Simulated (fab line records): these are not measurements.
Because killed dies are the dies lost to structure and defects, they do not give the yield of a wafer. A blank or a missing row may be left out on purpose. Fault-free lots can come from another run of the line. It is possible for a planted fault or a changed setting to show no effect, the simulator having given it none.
Comparing a struck lot with a sound one / flow rit cmos / 34 steps out of a route of 202
Sound: wafers L669.1, L669.2, L669.5. The struck wafers were L678.1, L678.2, L678.4. The cause comes at the end.
Per side, at each step with rows, come the tool, then ch with its chambers, and then its first start. Under that, the readings that differ: sound wafers / struck wafers / difference of the means / sigmas: that difference in standard deviations of wafers without a fault.
alike: a reading whose means differ by less than 2 such deviations, as well as words and numbers matching on both sides. not compared: withheld readings; readings where some wafer has no value; bounds like >300 that might hide an equal value; numbers whose values overlap and for which the record gives no deviation.
The two part at a step that has a row with sigmas, a row that says differs or no value, or rows on one side only. When numbers do not overlap yet have no deviation, they are printed without sigmas and do not part them. A reading that every wafer of one side lacks parts them only if that side has two wafers or more.

first, 2 steps without rows for these wafers: RIT_SPACER_CLEAN_02 (cleans in SC2, time 600 s); RIT_SPACER_CVD_03 (deposits Si3N4 from SiH2Cl2/NH3, target thk 250 nm, time 3300 s).
RIT_SPACER_THK_MEAS_04:
  struck on film metro-01, day 5 05:10; sound on film metro-04, day 3 07:17
  alike: SPACER_NITRIDE_THK
RIT_SPACER_ETCHBACK_05: etches Si3N4 in SF6/CHF3, stops on SiO2, target depth 250 nm, time 240 s.
  sound on rie diel-04 ch 0,3, day 3 07:21; struck on rie diel-04 ch 1,2,3, day 5 05:14
  alike: chamber pressure mTorr, drypump motor current A, oes product au, throttle valve pct
  not compared: rf hours counter h
then, 6 steps without rows for these wafers: RIT_NSD_HMDS_00 (prime time 60 s); RIT_NSD_COAT_01 (resist thk 989.5 nm); RIT_NSD_SOFTBAKE_02 (time 60 s); RIT_NSD_EXPOSE_03 (exposes mask M9, target cd 40700 nm); RIT_NSD_PEB_04; RIT_NSD_DEVELOP_05 (develop time 50 s).
RIT_NSD_OVL_MEAS_06:
  struck on overlay-02, day 5 06:22; sound on overlay-01, day 3 08:21
  alike: NSD_OVL
then, 1 step without rows for these wafers: RIT_NSD_HARDBAKE_07 (time 60 s).
RIT_NSD_IMPLANT_08:
  sound on implanter-03 ch 0, day 3 08:32; struck on implanter-03 ch 0, day 5 06:32
reading=beam energy keV; sound=25.010 25.012 25.004; struck=22.473 22.468 22.467; difference=-2.539; sigmas=-99 or more
reading=model.implant.rp nm (nm); sound=32.89 32.89 32.89; struck=29.81 29.81 29.81; difference=-3.08; sigmas=
reading=model.implant.drp nm (nm); sound=14.84 14.84 14.84; struck=13.91 13.91 13.91; difference=-0.93; sigmas=
  alike: beam on s
RIT_NSD_STRIP_09: strips in O2, time 180 s.
  sound on plasma asher-01 ch 0,1, day 3 08:41; struck on plasma asher-01 ch 0,1, day 5 06:41
reading=o2 flow sccm (sccm); sound=3986 3972 3973; struck=4012 4015 4023; difference=+40; sigmas=+3
  alike: chamber pressure mTorr, drypump motor current A
  not compared: rf hours counter h
RIT_NSD_TW_MEAS_10:
  struck on film metro-01, day 5 06:52; sound on film metro-03, day 3 08:52
reading=NSD_TW; sound=3107 3118 3116; struck=2991 2987 2997; difference=-122; sigmas=-4
then, 6 steps without rows for these wafers: RIT_PSD_HMDS_00 (prime time 60 s); RIT_PSD_COAT_01 (resist thk 1000 nm); RIT_PSD_SOFTBAKE_02 (time 60 s); RIT_PSD_EXPOSE_03 (exposes mask M10, target cd 40900 nm); RIT_PSD_PEB_04; RIT_PSD_DEVELOP_05 (develop time 50 s).
RIT_PSD_OVL_MEAS_06:
  struck on overlay-01, day 5 07:54; sound on overlay-02, day 3 09:49
  alike: PSD_OVL
then, 2 steps without rows for these wafers: RIT_PSD_HARDBAKE_07 (time 60 s); RIT_PSD_IMPLANT_08.
RIT_PSD_STRIP_09: strips in O2, time 180 s.
  sound on plasma asher-04 ch 0,1, day 3 10:09; struck on plasma asher-04 ch 0,1, day 5 08:14
  alike: chamber pressure mTorr, drypump motor current A, o2 flow sccm
  not compared: rf hours counter h
RIT_PSD_TW_MEAS_10:
  struck on film metro-03, day 5 08:25; sound on film metro-03, day 3 10:20
  alike: PSD_TW
then, 3 steps without rows for these wafers: RIT_SDANNEAL_CLEAN_00 (cleans in SC1, time 600 s); RIT_SDANNEAL_CLEAN_01 (cleans in dHF, time 30 s); RIT_SDANNEAL_CLEAN_02 (cleans in SC2, time 590 s).
RIT_SDANNEAL_RTA_03: time 5 s.
  sound on rtp anneal-02 ch 0, day 3 10:46; struck on rtp anneal-01 ch 0, day 5 08:52
  alike: wafer_temp_C_max
RIT_SDANNEAL_RS_MEAS_04: measurement is done with a four-point probe.
  struck on film metro-01, day 5 08:56; sound on film metro-01, day 3 10:50
  alike: PSD_RS
RIT_SDANNEAL_RS_MEAS_05: measurement is done with a four-point probe.
  struck on film metro-01, day 5 09:03; sound on film metro-01, day 3 10:57
reading=NSD_RS (ohm/sq); sound=84.73 85.12 84.63; struck=85.73 85.35 85.54; difference=+0.71; sigmas=+3
RIT_SDANNEAL_RS_MEAS_06: measurement is done with a four-point probe.
  struck on film metro-01, day 5 09:10; sound on film metro-01, day 3 11:04
  alike: PLDD_RS
RIT_M1_PROBE_99:
  struck on prober-01, day 5 16:10; sound on prober-01, day 3 18:27
reading=model.etest.contact nplus.end ohm um; sound=41.84 41.12 40.82; struck=45.62 45.05 44.36; difference=+3.75; sigmas=
  alike: killed at contacts, killed at front end, killed dies, killed open, killed short

== WHERE THEY PART ==
First at RIT_NSD_IMPLANT_08; last, within this record, at RIT_SDANNEAL_RS_MEAS_05. Later steps at which nothing parts them and some readings are alike: RIT_SDANNEAL_RS_MEAS_06, RIT_M1_PROBE_99.

WHY: what the simulator had put in
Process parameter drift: implanter-03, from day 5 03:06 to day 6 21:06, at RIT_NSD_IMPLANT_08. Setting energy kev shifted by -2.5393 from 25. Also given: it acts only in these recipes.
